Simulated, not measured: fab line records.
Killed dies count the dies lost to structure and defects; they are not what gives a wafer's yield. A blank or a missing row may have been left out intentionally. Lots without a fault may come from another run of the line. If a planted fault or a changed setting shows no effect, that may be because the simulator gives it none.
Which tool is to blame? -- flow rit cmos -- Sampling: 15 lots, 45 wafers, 2 of 202 route steps

## WHAT THE GAUGES SHOWED, per wafer
No reading from a measuring or inspecting step in the record can be judged against a usual standard deviation.

## WHAT TOOL EACH LOT RAN ON (gives the tool, then ch and the chambers of the sampled wafers, and finally the start)
lot,RIT_SDANNEAL_CLEAN_00,RIT_M1_PROBE_99
L196,"wet bench-03 ch 1, day 3 14:00",-
L198,"wet bench-01 ch 2, day 3 18:10",-
L199,"wet bench-01 ch 3, day 4 00:59",-
L200,"wet bench-01 ch 1, day 4 05:34",-
L201,"wet bench-01 ch 3, day 4 10:47",-
L202,"wet bench-01 ch 3, day 4 13:11",-
L203,"wet bench-03 ch 3, day 4 18:49",-
L206,"wet bench-03 ch 1, day 5 07:53",-
L211,"wet bench-03 ch 3, day 6 11:18",-
L212,"wet bench-03 ch 0, day 6 13:02",-
L213,"wet bench-03 ch 3, day 6 14:58","prober-01, day 6 23:03"
L215,"wet bench-01 ch 3, day 7 05:26",-
L216,"wet bench-03 ch 2, day 7 09:27","prober-02, day 7 17:17"
L218,"wet bench-01 ch 2, day 7 20:47",-
L219,"wet bench-01 ch 3, day 8 01:29",-
- RIT_SDANNEAL_CLEAN_00: cleans in SC1, time 600 s.
- RIT_M1_PROBE_99

## AS READ BY THE TOOLS THEMSELVES (means over the sampled wafers that have a number; for cases with no such wafer, the mark the record gives instead)
RIT_SDANNEAL_CLEAN_00. Usual: bath guard temp C 74.8 C, standard deviation 0.37; bath heat duty pct 15.4 %, standard deviation 1.6; temp c 75.00 C, standard deviation 0.12.
lot,tool,bath guard temp C (C),bath heat duty pct (%),temp c (C),flag
L196,wet bench-03,75.5,15.4,74.99,
L198,wet bench-01,75.2,13.7,75.03,
L199,wet bench-01,74.6,15.6,74.88,
L200,wet bench-01,75.0,16.9,75.03,
L201,wet bench-01,74.7,15.9,75.02,
L202,wet bench-01,74.5,15.8,74.92,
L203,wet bench-03,74.6,17.2,74.86,
L206,wet bench-03,75.2,14.8,74.94,
L211,wet bench-03,-,-,-,OFF
L212,wet bench-03,-,-,-,OFF
L213,wet bench-03,-,-,-,OFF
L215,wet bench-01,74.7,14.4,75.01,
L216,wet bench-03,74.8,15.9,75.04,
L218,wet bench-01,75.0,13.9,74.82,
L219,wet bench-01,74.4,14.4,74.92,

RIT_M1_PROBE_99. Usual: killed at contacts 0.0, standard deviation 0.18; killed at front end 7, standard deviation 3; killed dies 7, standard deviation 3; killed open 3.6, standard deviation 1.9; killed short 3.2, standard deviation 1.8.
lot,tool,killed at contacts,killed at front end,killed dies,killed open,killed short,flag
L213,prober-01,0.0,5,5,3.0,2.0,
L216,prober-02,0.3,6,6,2.7,3.3,

## THE ANSWER, worked out from the rows above alone
Rule: a lot is off if the mean of its wafers that have a number lies more than 3 standard deviations from the usual mean. Also off: a lot with no number at a reading for which 4 or more lots have one. All remaining lots with rows at the step are treated as sound. First the gauges in route order, then the tools' own readings, where a lot's mean is used as printed above. At the first step where some lot is off, the reading lying furthest off is the one used; lots without a number count as furthest.
Off, at RIT_SDANNEAL_CLEAN_00 on bath guard temp C: L211, L212, L213. Without a number there: L211, L212, L213.
A tool fits if, at that step or a process step before it, it ran every lot that is off, and no sound lot after the first of them. Not one of the candidates tried fits.

## WHAT THE SIMULATOR HAD PUT IN
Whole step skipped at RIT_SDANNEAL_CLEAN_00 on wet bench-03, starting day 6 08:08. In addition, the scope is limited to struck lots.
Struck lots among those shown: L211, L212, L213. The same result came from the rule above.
